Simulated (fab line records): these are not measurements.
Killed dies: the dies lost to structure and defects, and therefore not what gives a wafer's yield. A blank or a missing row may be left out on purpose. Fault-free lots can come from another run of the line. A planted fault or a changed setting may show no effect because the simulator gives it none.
fab line records    flow rit-cmos
record lots=5  wafers=15  last-day=8
route steps=202 shown NSD@133 PSD@142 M1@202
lots untouched by any fault: they come from a run of this same line in which no faults occurred
start-h: hours from the record's opening day to when the first of the lot's shown wafers began    wait-h: how many hours have passed since the lot's step before this one    " same as the row above    L1.1+2: a single row standing in for several wafers    - no value, or no start was given    * or withheld: withheld    < > ~ a bound
route shown NAME@n: names a module that has steps shown in the file, with the first one's number in the route    usual: average and standard deviation across the fault-free wafers    same: alike in all rows    chamber/n: place in a boat    sites: each site's reading    _std_site: standard deviation of those values    _edge_site: inner sites' mean taken away from outer sites' mean    radius-mm: for every site, how far away it sits from the centre of the wafer    mask NAME#n: copy n    behind: the last tool/chamber to shape the wafer    hold: why the lot was held/for how many hours/how that ended    device: names the non-switching transistor (n, p or np)    end of line: tests of these same wafers at the route's end    a step given without rows: its recipe and nothing more    killed: dies that structure and defects cost at the first sort, which is not the same as the wafer's yield    map: dies across one wafer; x = killed, . = not, _ = none there
set.NAME: the run value of the setting; set.NAME@STEP: its run value at that earlier step    model.NAME: the simulator's own value behind a step, which no gauge read
certain route steps with their lots: each step a table, each wafer a row
services: from which hour (start-h, from the record's first day; less than 0 if before it) a tool's chamber was out of use, for how many hours, and why
## steps
# step RIT_NSD_SOFTBAKE_02
# recipe resist=NOVOLAK  temp-c=90  time-s=60
# step RIT_NSD_EXPOSE_03
# recipe mask-id=M9  na=0.57  target-cd-nm=40700  dose-mj=250
# step RIT_NSD_PEB_04
# recipe resist=NOVOLAK  temp-c=withheld  time-s=withheld
# step RIT_NSD_DEVELOP_05
# recipe resist=NOVOLAK  develop-time-s=50  dev-temp-c=23
# step RIT_NSD_OVL_MEAS_06
# usual NSD_OVL=-0.5/1.5
lot.wafer  tool        chamber  start-h  wait-h  NSD_OVL[nm]
L865.1     overlay-02  -        84.69    -       -1.9
L865.3     "           -        "        "       -2.0
L865.5     "           -        "        "       -2.3
L872.1     overlay-01  -        118.06   -       -1.8
L872.3     "           -        "        "       -2.4
L872.4     "           -        "        "       -0.7
L874.2     overlay-02  -        126.59   -       3.2
L874.5     "           -        "        "       1.7
L874.6     "           -        "        "       1.0
L877.2     overlay-02  -        143.42   -       -1.7
L877.3     "           -        "        "       -0.6
L877.6     "           -        "        "       -0.8
L882.3     overlay-02  -        171.30   -       -2.2
L882.4     "           -        "        "       -1.2
L882.5     "           -        "        "       -2.3
# step RIT_NSD_HARDBAKE_07
# recipe resist=NOVOLAK  temp-c=140  time-s=60
# step RIT_NSD_IMPLANT_08
# recipe species=P  energy-kev=25  dose-cm2=1e+15  tilt-deg=7
# step RIT_NSD_STRIP_09
# recipe chemistry=O2  time-s=180  resist=NOVOLAK  platen-temp-c=withheld  power-w=500  pressure-mtorr=4000  o2-flow-sccm=4000
# usual drypump-motor-current-A=5.80/0.26
lot.wafer  tool             chamber  start-h  wait-h  drypump-motor-current-A  rf-hours-counter-h
L865.1     plasma-asher-02  0        85.02    0.1     6.15                     44
L865.3     "                1        "        "       5.91                     -
L865.5     "                0        "        "       6.17                     -
L872.1     plasma-asher-02  1        118.40   0.1     5.88                     49
L872.3     "                1        "        "       5.89                     -
L872.4     "                0        "        "       6.13                     -
L874.2     plasma-asher-01  1        126.92   0.1     5.55                     1
L874.5     "                1        "        "       5.53                     -
L874.6     "                0        "        "       6.00                     -
L877.2     plasma-asher-01  0        143.75   0.1     6.00                     2
L877.3     "                1        "        "       5.56                     -
L877.6     "                1        "        "       5.56                     -
L882.3     plasma-asher-02  0        171.68   0.1     6.18                     -
L882.4     "                1        "        "       5.90                     -
L882.5     "                0        "        "       6.18                     -
# step RIT_NSD_TW_MEAS_10
# usual NSD_TW=3109/31
lot.wafer  tool           chamber  start-h  wait-h  NSD_TW
L865.1     film-metro-03  -        85.20    0.1     3074
L865.3     "              -        "        "       3073
L865.5     "              -        "        "       3076
L872.1     film-metro-03  -        118.57   0.1     3062
L872.3     "              -        "        "       3067
L872.4     "              -        "        "       3063
L874.2     film-metro-02  -        127.10   0.1     3087
L874.5     "              -        "        "       3070
L874.6     "              -        "        "       3068
L877.2     film-metro-03  -        143.94   0.1     3116
L877.3     "              -        "        "       3130
L877.6     "              -        "        "       3114
L882.3     film-metro-03  -        171.81   0.1     3107
L882.4     "              -        "        "       3070
L882.5     "              -        "        "       3103
# step RIT_PSD_HMDS_00
# recipe prime-time-s=60  prime-temp-c=140
# step RIT_PSD_COAT_01
# recipe resist=NOVOLAK  spin-rpm=3250  resist-thk-nm=1000
# step RIT_PSD_SOFTBAKE_02
# recipe resist=NOVOLAK  temp-c=90  time-s=60
# step RIT_PSD_EXPOSE_03
# recipe mask-id=M10  na=0.57  target-cd-nm=40900  dose-mj=250
# usual stage-vel-mm-s=499.98/0.22
lot.wafer  tool              chamber  start-h  wait-h  mask   stage-vel-mm-s
L865.1     iline-stepper-02  0        85.84    0.3     M10#0  499.86
L865.3     "                 0        "        "       M10#0  499.63
L865.5     "                 0        "        "       M10#0  499.53
L872.1     iline-stepper-02  0        119.08   0.1     M10#0  499.69
L872.3     "                 0        "        "       M10#0  500.01
L872.4     "                 0        "        "       M10#0  500.36
L874.2     iline-stepper-02  0        127.75   0.2     M9#0   499.89
L874.5     "                 0        "        "       M9#0   500.29
L874.6     "                 0        "        "       M9#0   500.11
L877.2     iline-stepper-01  0        144.58   0.2     M10#0  500.02
L877.3     "                 0        "        "       M10#0  499.92
L877.6     "                 0        "        "       M10#0  500.10
L882.3     iline-stepper-01  0        172.56   0.1     M10#0  499.80
L882.4     "                 0        "        "       M10#0  499.41
L882.5     "                 0        "        "       M10#0  500.14
# step RIT_PSD_PEB_04
# recipe resist=NOVOLAK  temp-c=withheld  time-s=withheld
# step RIT_PSD_DEVELOP_05
# recipe resist=NOVOLAK  develop-time-s=50  dev-temp-c=23
# step RIT_PSD_OVL_MEAS_06
# usual PSD_OVL=-0.6/1.2
lot.wafer  tool        chamber  start-h  wait-h  PSD_OVL[nm]
L865.1     overlay-01  -        86.27    -       -1.4
L865.3     "           -        "        "       -1.0
L865.5     "           -        "        "       -2.6
L872.1     overlay-02  -        119.48   -       -1.0
L872.3     "           -        "        "       -0.7
L872.4     "           -        "        "       -2.8
L874.2     overlay-02  -        128.13   -       -
L874.5     "           -        "        "       -
L874.6     "           -        "        "       -
L877.2     overlay-01  -        144.97   -       -1.9
L877.3     "           -        "        "       -2.2
L877.6     "           -        "        "       -0.9
L882.3     overlay-01  -        172.93   -       -0.7
L882.4     "           -        "        "       -0.3
L882.5     "           -        "        "       0.7
# step RIT_PSD_HARDBAKE_07
# recipe resist=NOVOLAK  temp-c=140  time-s=60
# step RIT_PSD_IMPLANT_08
# recipe species=BF2  energy-kev=27  dose-cm2=5e+15  tilt-deg=7
# step RIT_PSD_STRIP_09
# recipe chemistry=O2  time-s=180  resist=NOVOLAK  platen-temp-c=withheld  power-w=500  pressure-mtorr=4000  o2-flow-sccm=4000
# usual drypump-motor-current-A=5.87/0.27
lot.wafer  tool             chamber  start-h  wait-h  drypump-motor-current-A  rf-hours-counter-h
L865.1     plasma-asher-03  0        86.64    0.1     6.00                     30
L865.3     "                0        "        "       6.01                     -
L865.5     "                0        "        "       5.99                     -
L872.1     plasma-asher-01  1        119.82   0.1     5.58                     0
L872.3     "                1        "        "       5.59                     -
L872.4     "                0        "        "       6.01                     -
L874.2     plasma-asher-01  0        128.46   0.1     6.03                     1
L874.5     "                1        "        "       5.57                     -
L874.6     "                0        "        "       6.03                     -
L877.2     plasma-asher-01  0        145.30   0.1     5.99                     3
L877.3     "                1        "        "       5.55                     -
L877.6     "                1        "        "       5.55                     -
L882.3     plasma-asher-02  1        173.66   0.1     5.90                     -
L882.4     "                0        "        "       6.17                     -
L882.5     "                0        "        "       6.12                     -
# step RIT_PSD_TW_MEAS_10
# usual PSD_TW=3413/33
lot.wafer  tool           chamber  start-h  wait-h  hold                      PSD_TW
L865.1     film-metro-03  -        86.81    0.1     -                         3378
L865.3     "              -        "        "       -                         3370
L865.5     "              -        "        "       -                         3368
L872.1     film-metro-03  -        120.00   0.1     -                         3416
L872.3     "              -        "        "       -                         3418
L872.4     "              -        "        "       -                         3413
L874.2     film-metro-01  -        128.65   0.1     await-dispo/0.2h/release  30
L874.5     "              -        "        "       await-dispo/0.2h/release  30
L874.6     "              -        "        "       await-dispo/0.2h/release  30
L874.2     film-metro-01  -        128.88   0.2     -                         30
L874.5     "              -        "        "       -                         30
L874.6     "              -        "        "       -                         30
L877.2     film-metro-03  -        145.48   0.1     -                         3397
L877.3     "              -        "        "       -                         3388
L877.6     "              -        "        "       -                         3381
L882.3     film-metro-02  -        173.80   0.1     -                         3423
L882.4     "              -        "        "       -                         3426
L882.5     "              -        "        "       -                         3415
# step RIT_M1_PROBE_99
# usual defect-limited-yield=97.5/1.2  killed-at-front-end=6/3.1  killed-dies=7/3.2  killed-open=3.1/1.9  killed-short=3.5/2.2  sort_bin_3_pad_short=0.2/0.24  sort_bin_5_function=1.5/0.86  sort_bin_6_memory=0.9/0.59  sort-n-pass=257/3.2  sort-yield-pct=97.5/1.2
# same gross-dies=264  killed_at_M0_to_M3=0  killed_at_M4_up=0  killed-at-back-side=0  killed-at-contacts=0  killed-at-other=0
lot.wafer  tool       chamber  start-h  wait-h  defect-limited-yield[%]  killed-at-front-end  killed-dies  killed-open  killed-short  sort_bin_3_pad_short[%]  sort_bin_5_function[%]  sort_bin_6_memory[%]  sort-n-pass  sort-yield-pct[%]
L865.1     prober-02  -        96.06    0.1     97.0                     8                    8            3            5             0.4                      1.9                     0.8                   256          97.0
L865.3     prober-02  -        96.16    0.2     94.7                     14                   14           8            6             0.8                      3.0                     1.5                   250          94.7
L865.5     prober-02  -        96.26    0.2     97.7                     6                    6            1            5             0.4                      1.1                     0.8                   258          97.7
L872.1     prober-01  -        128.00   0.1     96.2                     10                   10           5            5             0                        2.7                     1.1                   254          96.2
L872.3     prober-01  -        128.10   0.2     98.1                     5                    5            2            3             0                        1.1                     0.8                   259          98.1
L872.4     prober-01  -        128.15   0.2     98.1                     5                    5            3            2             0                        1.1                     0.8                   259          98.1
L877.2     prober-02  -        153.40   0.1     98.1                     5                    5            3            2             0.4                      1.5                     0                     259          98.1
L877.3     prober-02  -        153.45   0.2     97.7                     6                    6            2            4             0.4                      1.1                     0.8                   258          97.7
L877.6     prober-02  -        153.60   0.2     99.2                     2                    2            2            0             0                        0.4                     0.4                   262          99.2
L882.3     prober-02  -        182.31   0.2     98.1                     5                    5            2            3             0                        0.8                     1.1                   259          98.1
L882.4     prober-02  -        182.36   0.2     95.5                     12                   12           5            7             0.8                      2.7                     1.1                   252          95.5
L882.5     prober-02  -        182.41   0.2     98.5                     4                    4            1            2             0                        1.5                     0                     260          98.5
# killed by level:class
L865.1 REOX:geometric-particle:short=3 GATE:geometric-particle:open=2 FOX1:geometric-particle:short=1 SILICIDE:geometric-particle:open=1 SILICIDE:geometric-particle:short=1
L865.3 GATE:geometric-particle:open=4 FOX2:geometric-particle:open=2 GATE:geometric-particle:short=2 SILICIDE:geometric-particle:short=2 FOX1:geometric-particle:short=1 FOX1:geometric-particle:open=1 REOX:geometric-particle:short=1 SILICIDE:geometric-particle:open=1
L865.5 GATE:geometric-particle:short=2 SPACER:geometric-particle:short=2 FOX2:geometric-particle:short=1 REOX:geometric-particle:open=1
L872.1 GATE:geometric-particle:short=3 REOX:geometric-particle:open=2 FOX1:geometric-particle:open=1 GATE:geometric-particle:open=1 SILICIDE:geometric-particle:short=1 SILICIDE:geometric-particle:open=1 STARTING-WAFER:geometric-particle:short=1
L872.3 SILICIDE:geometric-particle:short=3 FOX1:geometric-particle:open=1 GATE:geometric-particle:open=1
L872.4 GATE:geometric-particle:open=2 FOX1:geometric-particle:short=1 FOX2:geometric-particle:short=1 SPACER:geometric-particle:open=1
L877.2 GATE:geometric-particle:open=2 FOX1:geometric-particle:short=1 GATE:geometric-particle:short=1 REOX:geometric-particle:open=1
L877.3 REOX:geometric-particle:short=2 FOX1:geometric-particle:short=1 GATE:geometric-particle:short=1 GATE:geometric-particle:open=1 SPACER:geometric-particle:open=1
L877.6 GATE:geometric-particle:open=2
L882.3 GATE:geometric-particle:open=2 GATE:geometric-particle:short=1 SPACER:geometric-particle:short=1 SILICIDE:geometric-particle:short=1
L882.4 GATE:geometric-particle:open=4 GATE:geometric-particle:short=3 FOX2:geometric-particle:short=2 FOX1:geometric-particle:short=1 REOX:geometric-particle:short=1 SPACER:geometric-particle:open=1
L882.5 SPACER:geometric-particle:short=2 SPACER:geometric-particle:open=1 NLDD:coat-microbubble-printed=1
## services
tool              chamber  start-h  hours  kind
iline-stepper-01  -        77.36    6.5    repair
iline-stepper-01  0        99.70    -      calibration
iline-stepper-01  -        107.67   1.7    pm
plasma-asher-01   -        108.75   9.0    pm
plasma-asher-01   0        108.75   9.0    vent-cycle
plasma-asher-01   1        108.75   9.0    vent-cycle
plasma-asher-01   0        117.75   -      clean
plasma-asher-01   1        117.75   -      clean
iline-stepper-02  -        147.81   1.7    pm
iline-stepper-02  -        167.85   2.1    pm
iline-stepper-02  -        169.93   -      consumable-replace:lamp
## key
first-sign step=RIT_PSD_EXPOSE_03  reading=mask  direction=changed
effect step=RIT_PSD_OVL_MEAS_06  reading=PSD_OVL  direction=missing
effect step=RIT_PSD_TW_MEAS_10  reading=visit  direction=added
effect step=RIT_PSD_TW_MEAS_10  reading=PSD_TW  direction=down  sigmas=99+  usual=3413  struck=30
met-at RIT_PSD_EXPOSE_03
struck-wafers L874.2,L874.5,L874.6
scrapped-behind RIT_PSD_TW_MEAS_10 L874.2,L874.5,L874.6
onset-between 119.08 127.75
fault kind=wrong-mask  tool=any  chamber=-  onset-h=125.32  steps=RIT_PSD_EXPOSE_03  aux-copy=M9#0  scope=struck-lots-only
